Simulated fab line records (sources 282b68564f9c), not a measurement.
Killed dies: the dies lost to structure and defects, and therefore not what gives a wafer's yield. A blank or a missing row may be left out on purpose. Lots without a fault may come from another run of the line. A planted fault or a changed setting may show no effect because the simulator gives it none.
Struck lot and sound lot, side by side / flow rit-cmos / 20 out of 202 route steps
Sound: the wafers L800.3, L800.4, L800.5. The struck wafers were L813.2, L813.4, L813.5. The cause comes at the end.
Per side, at each step with rows, come the tool, then ch with its chambers, and then its first start. Under that, the readings that differ: sound wafers / struck wafers / difference of the means / sigmas: that difference in standard deviations of wafers without a fault.
alike: same words and numbers on both sides, and readings whose means sit less than 2 such deviations apart. not compared: any withheld reading, any reading some wafer has no value for, any bound like >300 that may hide the same value, and any number with overlapping values for which the record gives no deviation.
A row with sigmas, a row that says differs or no value, or rows on one side alone: a step with any of these is where the two part. Numbers that have no deviation but don't overlap get no sigmas and don't part them. Lack of a reading on every wafer of one side parts them only where that side has two or more wafers.

first, 3 steps without rows for these wafers: RIT_GATE_CLEAN_02 (cleans in dHF, time 30 s); RIT_GATE_CLEAN_03 (cleans in SC2, time 600 s); RIT_GATE_CLEAN_04 (cleans in dHF, time 60 s).
RIT_FOX2_THK_MEAS_91:
  sound on film-metro-02 at day 2 18:10; struck on film-metro-02 at day 5 06:44
  alike: FIELD_OXIDE_LEFT_2_THK
then, 2 steps without rows for these wafers: RIT_GATE_OXIDATION_05 (target thk 3 nm, ox time 270 s); RIT_GATE_ANNEAL_06 (time 600 s).
RIT_GATE_THK_MEAS_07:
  sound on film-metro-01 at day 2 19:33; struck on film-metro-02 at day 5 10:23
reading=GATE_OXIDE_THK (nm); sound=3.05 3.06 3.00; struck=2.92 2.93 2.89; difference=-0.12; sigmas=-2
then, 1 step without rows for these wafers: RIT_GATE_CVD_08 (deposits poly-Si from SiH4, target thk 250 nm, time 2220 s).
RIT_GATE_THK_MEAS_09:
  sound on film-metro-02 at day 2 21:14; struck on film-metro-01 at day 5 12:04
reading=GATE_POLY_THK (nm); sound=254.4 254.4 255.0; struck=248.6 247.8 248.4; difference=-6.3; sigmas=-3
then, 3 steps without rows for these wafers: RIT_GATE_HMDS_10 (prime time 60 s); RIT_GATE_COAT_11 (resist thk 850 nm); RIT_GATE_SOFTBAKE_12 (time 60 s).
RIT_GATE_EXPOSE_13: exposes mask M6, target cd 150 nm.
  sound on iline-stepper-01 ch 0, day 2 21:53; struck on iline-stepper-02 ch 0, day 5 12:43
reading=exposure-dose-mJ-cm2; sound=377.2 377.5 377.8; struck=397.8 398.2 398.7; difference=+20.7; sigmas=+56
  alike: mask, reticle-temp-C
next, for these wafers, 1 step has no rows: RIT_GATE_PEB_14.
RIT_GATE_DEVELOP_15: develop time 50.85 s.
  sound: litho-track-02 ch 0; struck: litho-track-01 ch 0
reading=model.GATE.cd-nm (nm); sound=150.2 152.2 149.7; struck=122.9 123.3 123.4; difference=-27.5; sigmas=
  alike: chill-plate-temp-C
RIT_GATE_CD_MEAS_16: target cd 150 nm.
  sound on cd-sem-01 at day 2 22:17; struck on cd-sem-02 at day 5 13:07
reading=cd-nm (nm); sound=150.1 152.0 149.8; struck=123.2 123.3 123.5; difference=-27.3; sigmas=-12
RIT_GATE_OVL_MEAS_17:
  sound on overlay-02 at day 2 22:22; struck on overlay-02 at day 5 13:14
  alike: GATE_OVL
then, 1 step without rows for these wafers: RIT_GATE_HARDBAKE_18 (time 60 s).
RIT_GATE_ETCH_19: etches poly-Si in SF6/CHF3/O2, stops on SiO2, time 165 s, target depth 312.5 nm.
  sound on rie-si-02 ch 1,2, day 2 22:33; struck on rie-si-01 ch 1,3, day 5 13:25
reading=model.GATE.cd-nm (nm); sound=149.9 151.9 149.4; struck=123.1 123.3 123.5; difference=-27.1; sigmas=
  alike: drypump-motor-current-A, oes-product-au, throttle-valve-pct
  not compared: rf-hours-counter-h
RIT_GATE_STRIP_20: strips in O2, time 180 s.
  sound on plasma-asher-04 ch 0,1, day 2 22:43; struck on plasma-asher-04 ch 0,1, day 5 13:31
  alike: drypump-motor-current-A, o2-flow-sccm
  not compared: rf-hours-counter-h

== WHERE THEY PART ==
At RIT_GATE_THK_MEAS_07 first; at RIT_GATE_CD_MEAS_16 last (within this record only). Later steps at which nothing parts them and some readings are alike: RIT_GATE_OVL_MEAS_17, RIT_GATE_ETCH_19, RIT_GATE_STRIP_20.

WHY: what had been put in by the simulator
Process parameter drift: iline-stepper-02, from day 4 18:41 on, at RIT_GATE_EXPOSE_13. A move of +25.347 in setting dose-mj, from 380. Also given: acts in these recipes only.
